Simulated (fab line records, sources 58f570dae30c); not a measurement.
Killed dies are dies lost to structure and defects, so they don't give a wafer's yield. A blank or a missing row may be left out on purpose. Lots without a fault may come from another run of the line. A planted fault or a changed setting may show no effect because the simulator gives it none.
A sampling plan put to the test | flow berkeley_cmos170 | one fab line, 32 faults that these records tell of, each judged on the records of the lots that it struck
The plan is the line's own looks: the steps of the route at which a gauge or an inspection reads the wafer and doesn't change it. A look can be judged if struck wafers have a number there and the file gives its usual mean and standard deviation on fault-free wafers. Caught: at a look after the fault's first step, the mean of the struck wafers lies 4 or more of those standard deviations (sigma) from the usual mean. On the tool: the same test on the tool's own readings at the fault's steps. Another recipe on the struck wafers, or a record that is blank for them alone, also counts as caught.

THE FAULTS, as the simulator had put them in
1. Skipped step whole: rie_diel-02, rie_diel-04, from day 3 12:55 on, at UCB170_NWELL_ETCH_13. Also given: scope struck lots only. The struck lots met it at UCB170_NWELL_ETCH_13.
2. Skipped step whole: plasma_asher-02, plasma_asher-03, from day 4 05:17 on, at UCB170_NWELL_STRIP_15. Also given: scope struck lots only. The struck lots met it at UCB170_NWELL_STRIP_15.
3. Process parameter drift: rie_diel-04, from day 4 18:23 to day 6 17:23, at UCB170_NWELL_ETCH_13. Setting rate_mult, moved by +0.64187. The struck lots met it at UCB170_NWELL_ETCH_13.
4. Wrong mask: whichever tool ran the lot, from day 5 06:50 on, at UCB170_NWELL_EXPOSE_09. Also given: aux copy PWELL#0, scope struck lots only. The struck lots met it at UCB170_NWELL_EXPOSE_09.
5. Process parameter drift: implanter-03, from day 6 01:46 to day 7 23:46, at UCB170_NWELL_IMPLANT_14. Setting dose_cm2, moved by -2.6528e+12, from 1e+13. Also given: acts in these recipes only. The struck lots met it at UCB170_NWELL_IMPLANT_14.
6. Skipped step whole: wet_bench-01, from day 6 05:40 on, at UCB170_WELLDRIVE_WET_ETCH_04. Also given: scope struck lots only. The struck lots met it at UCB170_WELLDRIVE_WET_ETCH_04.
7. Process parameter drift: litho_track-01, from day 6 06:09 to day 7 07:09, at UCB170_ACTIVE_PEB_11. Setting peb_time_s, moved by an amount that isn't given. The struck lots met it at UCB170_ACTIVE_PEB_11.
8. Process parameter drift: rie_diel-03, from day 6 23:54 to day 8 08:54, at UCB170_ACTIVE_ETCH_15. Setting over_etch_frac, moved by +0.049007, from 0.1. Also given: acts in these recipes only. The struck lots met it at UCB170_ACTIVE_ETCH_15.
9. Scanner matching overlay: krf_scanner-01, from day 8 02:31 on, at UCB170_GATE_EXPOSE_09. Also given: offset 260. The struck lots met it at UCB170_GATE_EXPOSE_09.
10. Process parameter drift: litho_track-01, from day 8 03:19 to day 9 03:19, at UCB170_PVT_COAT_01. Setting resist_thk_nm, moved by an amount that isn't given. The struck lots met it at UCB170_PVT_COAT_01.
11. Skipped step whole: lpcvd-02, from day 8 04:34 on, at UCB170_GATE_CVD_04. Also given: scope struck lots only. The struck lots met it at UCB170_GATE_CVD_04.
12. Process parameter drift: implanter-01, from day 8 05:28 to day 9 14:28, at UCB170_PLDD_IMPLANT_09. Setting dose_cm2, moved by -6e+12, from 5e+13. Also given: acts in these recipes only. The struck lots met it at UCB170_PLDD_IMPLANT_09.
13. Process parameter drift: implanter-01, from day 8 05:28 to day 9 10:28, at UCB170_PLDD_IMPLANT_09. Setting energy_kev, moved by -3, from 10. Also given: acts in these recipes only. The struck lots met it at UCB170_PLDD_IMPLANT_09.
14. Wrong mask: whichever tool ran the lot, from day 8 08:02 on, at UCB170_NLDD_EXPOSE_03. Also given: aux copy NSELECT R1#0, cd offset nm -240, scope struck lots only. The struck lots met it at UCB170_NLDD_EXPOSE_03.
15. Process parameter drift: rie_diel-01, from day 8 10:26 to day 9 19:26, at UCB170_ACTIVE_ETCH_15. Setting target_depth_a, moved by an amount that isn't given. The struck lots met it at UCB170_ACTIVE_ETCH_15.
16. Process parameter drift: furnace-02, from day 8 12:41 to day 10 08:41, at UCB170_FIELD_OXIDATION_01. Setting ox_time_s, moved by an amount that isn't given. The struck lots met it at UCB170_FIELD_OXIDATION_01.
17. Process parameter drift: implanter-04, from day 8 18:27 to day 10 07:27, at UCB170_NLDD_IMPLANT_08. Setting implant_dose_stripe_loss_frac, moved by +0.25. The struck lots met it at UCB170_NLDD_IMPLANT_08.
18. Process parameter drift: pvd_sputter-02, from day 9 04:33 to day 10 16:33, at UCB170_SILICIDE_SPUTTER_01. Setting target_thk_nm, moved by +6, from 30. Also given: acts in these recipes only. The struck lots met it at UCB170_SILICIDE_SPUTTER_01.
19. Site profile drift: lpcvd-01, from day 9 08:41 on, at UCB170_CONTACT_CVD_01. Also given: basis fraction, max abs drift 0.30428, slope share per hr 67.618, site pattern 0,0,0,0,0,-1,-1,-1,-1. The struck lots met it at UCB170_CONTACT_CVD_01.
20. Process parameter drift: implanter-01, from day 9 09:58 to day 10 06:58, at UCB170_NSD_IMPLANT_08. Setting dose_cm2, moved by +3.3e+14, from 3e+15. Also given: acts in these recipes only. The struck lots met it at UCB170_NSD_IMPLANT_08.
21. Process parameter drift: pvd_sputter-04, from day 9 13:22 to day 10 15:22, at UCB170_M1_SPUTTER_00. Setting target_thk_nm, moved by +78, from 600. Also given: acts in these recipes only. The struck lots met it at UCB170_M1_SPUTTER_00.
22. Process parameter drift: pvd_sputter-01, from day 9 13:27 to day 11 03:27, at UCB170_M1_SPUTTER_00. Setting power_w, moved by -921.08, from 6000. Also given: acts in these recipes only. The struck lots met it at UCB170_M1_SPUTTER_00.
23. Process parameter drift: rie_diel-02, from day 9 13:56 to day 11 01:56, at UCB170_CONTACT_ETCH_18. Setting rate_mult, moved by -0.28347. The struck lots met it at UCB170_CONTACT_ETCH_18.
24. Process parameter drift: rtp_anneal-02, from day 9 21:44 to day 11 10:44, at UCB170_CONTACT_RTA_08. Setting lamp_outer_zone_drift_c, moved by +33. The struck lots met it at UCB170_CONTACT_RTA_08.
25. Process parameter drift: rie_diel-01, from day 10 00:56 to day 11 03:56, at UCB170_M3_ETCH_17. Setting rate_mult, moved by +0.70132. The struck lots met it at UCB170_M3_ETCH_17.
26. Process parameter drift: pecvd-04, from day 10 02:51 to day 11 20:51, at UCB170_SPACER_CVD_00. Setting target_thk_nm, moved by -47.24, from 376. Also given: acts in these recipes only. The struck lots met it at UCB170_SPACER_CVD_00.
27. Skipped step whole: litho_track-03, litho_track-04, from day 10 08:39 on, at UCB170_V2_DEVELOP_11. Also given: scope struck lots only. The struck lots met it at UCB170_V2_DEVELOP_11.
28. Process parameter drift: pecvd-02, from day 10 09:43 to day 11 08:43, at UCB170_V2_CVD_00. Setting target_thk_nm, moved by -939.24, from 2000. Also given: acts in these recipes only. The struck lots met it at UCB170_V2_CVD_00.
29. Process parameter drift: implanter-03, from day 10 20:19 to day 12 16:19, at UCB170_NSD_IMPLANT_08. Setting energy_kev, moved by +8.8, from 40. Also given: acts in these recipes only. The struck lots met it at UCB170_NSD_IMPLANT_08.
30. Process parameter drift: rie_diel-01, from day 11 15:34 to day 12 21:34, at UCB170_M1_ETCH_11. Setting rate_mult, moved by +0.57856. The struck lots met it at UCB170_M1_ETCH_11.
31. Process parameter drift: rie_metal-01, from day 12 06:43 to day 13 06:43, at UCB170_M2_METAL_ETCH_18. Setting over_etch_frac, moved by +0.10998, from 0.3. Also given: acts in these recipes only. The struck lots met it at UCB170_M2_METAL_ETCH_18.
32. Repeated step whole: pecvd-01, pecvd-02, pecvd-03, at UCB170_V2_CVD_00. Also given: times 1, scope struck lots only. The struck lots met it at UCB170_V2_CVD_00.

WHAT THE PLAN SAW
fault | on the tool itself                               | first look that catches it                      | reading, sigma                                                      | median hours from its first step to that look | hours from the fault's start to the first struck lot there | judged looks passed uncaught
1     | the tool's record is blank for the struck wafers | no look after it can be judged                  | -                                                                   | -                                             | -                                                          | 0
2     | no reading that can be judged                    | not the one look that can be judged after it    | -                                                                   | -                                             | -                                                          | 1
3     | under 2 sigma                                    | not the one look that can be judged after it    | -                                                                   | -                                             | -                                                          | 1
4     | no reading that can be judged                    | UCB170_NWELL_TW_MEAS_16                         | NWELL_TW -99 or beyond                                              | 1.0                                           | 10                                                         | 0
5     | dose_ions_cm2 -99 or beyond sigma                | UCB170_NWELL_TW_MEAS_16                         | NWELL_TW -20                                                        | 0.2                                           | 3                                                          | 0
6     | the tool's record is blank for the struck wafers | no look after it can be judged                  | -                                                                   | -                                             | -                                                          | 0
7     | heater_power_total_W +34 sigma                   | none of the 3 looks that can be judged after it | strongest: cd_nm at UCB170_ACTIVE_CD_MEAS_13, +2.9                  | -                                             | -                                                          | 3
8     | under 2 sigma                                    | none of the 3 looks that can be judged after it | -                                                                   | -                                             | -                                                          | 3
9     | under 2 sigma                                    | UCB170_GATE_OVL_MEAS_13                         | GATE_OVL +51                                                        | 0.5                                           | 0                                                          | 1
10    | no reading that can be judged                    | none of the 2 looks that can be judged after it | -                                                                   | -                                             | -                                                          | 2
11    | the tool's record is blank for the struck wafers | no look after it can be judged                  | -                                                                   | -                                             | -                                                          | 0
12    | dose_ions_cm2 -99 or beyond sigma                | UCB170_PLDD_TW_MEAS_11                          | PLDD_TW -5.1                                                        | 0.2                                           | 1                                                          | 0
13    | beam_energy_keV -99 or beyond sigma              | UCB170_PLDD_TW_MEAS_11                          | PLDD_TW -12                                                         | 0.2                                           | 1                                                          | 0
14    | no reading that can be judged                    | UCB170_NLDD_CD_MEAS_06                          | cd_nm -99 or beyond                                                 | 1.8                                           | 2                                                          | 0
15    | only faintly: oes_product_au -3.5 sigma          | none of the 3 looks that can be judged after it | -                                                                   | -                                             | -                                                          | 3
16    | under 2 sigma                                    | none of the 3 looks that can be judged after it | strongest: FIELD_OXIDE_LEFT_2_THK at UCB170_FIELD_THK_MEAS_91, -3.2 | -                                             | -                                                          | 3
17    | under 2 sigma                                    | UCB170_SDANNEAL_RS_MEAS_05                      | NLDD_RS +4.2                                                        | 15.0                                          | 22                                                         | 0
18    | under 2 sigma                                    | UCB170_SILICIDE_RS_MEAS_02                      | SILICIDE_TI_RS -12                                                  | 0.0                                           | 6                                                          | 0
19    | under 2 sigma                                    | UCB170_CONTACT_THK_MEAS_02                      | CONTACT_PSG_THK -15                                                 | 1.8                                           | 11                                                         | 0
20    | dose_ions_cm2 +99 or beyond sigma                | UCB170_SDANNEAL_RS_MEAS_03                      | NSD_RS -19                                                          | 2.7                                           | 6                                                          | 1
21    | under 2 sigma                                    | UCB170_M1_RS_MEAS_01                            | M1_AL_RS -11                                                        | 0.1                                           | 4                                                          | 0
22    | cathode_dc_power_W -99 or beyond sigma           | UCB170_M1_RS_MEAS_01                            | M1_AL_RS +17                                                        | 0.1                                           | 8                                                          | 0
23    | oes_product_au -5.4 sigma                        | no look after it can be judged                  | -                                                                   | -                                             | -                                                          | 0
24    | under 2 sigma                                    | none of the 8 looks that can be judged after it | -                                                                   | -                                             | -                                                          | 8
25    | oes_product_au +21 sigma                         | no look after it can be judged                  | -                                                                   | -                                             | -                                                          | 0
26    | under 2 sigma                                    | UCB170_SPACER_THK_MEAS_01                       | SPACER_TEOS_THK -9.3                                                | 0.0                                           | 11                                                         | 0
27    | no reading that can be judged                    | no look after it can be judged                  | -                                                                   | -                                             | -                                                          | 0
28    | under 2 sigma                                    | UCB170_V2_THK_MEAS_01                           | V2_TEOS_THK -38                                                     | 0.2                                           | 2                                                          | 0
29    | beam_energy_keV +99 or beyond sigma              | UCB170_NSD_TW_MEAS_10                           | NSD_TW +14                                                          | 0.2                                           | 16                                                         | 0
30    | oes_product_au +15 sigma                         | none of the 2 looks that can be judged after it | strongest: cd_nm at UCB170_M1_CD_MEAS_90, -3.1                      | -                                             | -                                                          | 2
31    | under 2 sigma                                    | no look after it can be judged                  | -                                                                   | -                                             | -                                                          | 0
32    | under 2 sigma                                    | UCB170_V2_THK_MEAS_01                           | V2_TEOS_THK +81                                                     | 0.5                                           | -                                                          | 0
A dash: the fault isn't caught, or these records don't give the number.

Caught at a look: 16 of 32. Caught on the tool: 13 of 32. By one or the other: 23 of 32.
Caught on the tool alone: faults 1, 6, 7, 11, 23, 25, 30.
Caught at a look alone: faults 4, 9, 14, 17, 18, 19, 21, 26, 28, 32.
Caught by neither: faults 2, 3, 8, 10, 15, 16, 24, 27, 31.

THINNER SAMPLING
If the look that catches a fault measured only every second or every third lot, by lot number, the first struck lot would be measured this late in the worst case:
fault | struck lots at that look, in order of time | every lot | every second lot | every third lot
4     | L704                                       | 10 h      | may miss it      | may miss it
5     | L733, L736                                 | 3 h       | 11 h             | may miss all 2
9     | L175, L174, L179                           | 0 h       | 1 h              | 30 h
12    | L156, L161, L160                           | 1 h       | 19 h             | 31 h
13    | L759, L764                                 | 1 h       | 19 h             | may miss all 2
14    | L366                                       | 2 h       | may miss it      | may miss it
17    | L834, L833                                 | 22 h      | 37 h             | may miss all 2
18    | L705, L709                                 | 6 h       | may miss all 2   | may miss all 2
19    | L607, L610, L612, L613                     | 11 h      | 27 h             | may miss all 4
20    | L368, L371                                 | 6 h       | 22 h             | may miss all 2
21    | L170, L173                                 | 4 h       | 10 h             | may miss all 2
22    | L785, L788, L786                           | 8 h       | 14 h             | may miss all 3
26    | L918, L919                                 | 11 h      | 23 h             | may miss all 2
28    | L633, L634                                 | 2 h       | 12 h             | may miss all 2
29    | L951, L950                                 | 16 h      | 17 h             | may miss all 2
Hours are from the fault's start to the first struck lot that is measured. The limit of 4 sigma was tested on all struck wafers together, so one lot alone may lie under it. Other struck lots may not be in these records.

THE LONGEST TIMED WAY FROM STEP TO LOOK
Fault 17: a median of 15.0 hours passes between UCB170_NLDD_IMPLANT_08 and UCB170_SDANNEAL_RS_MEAS_05. No look between them can be judged.
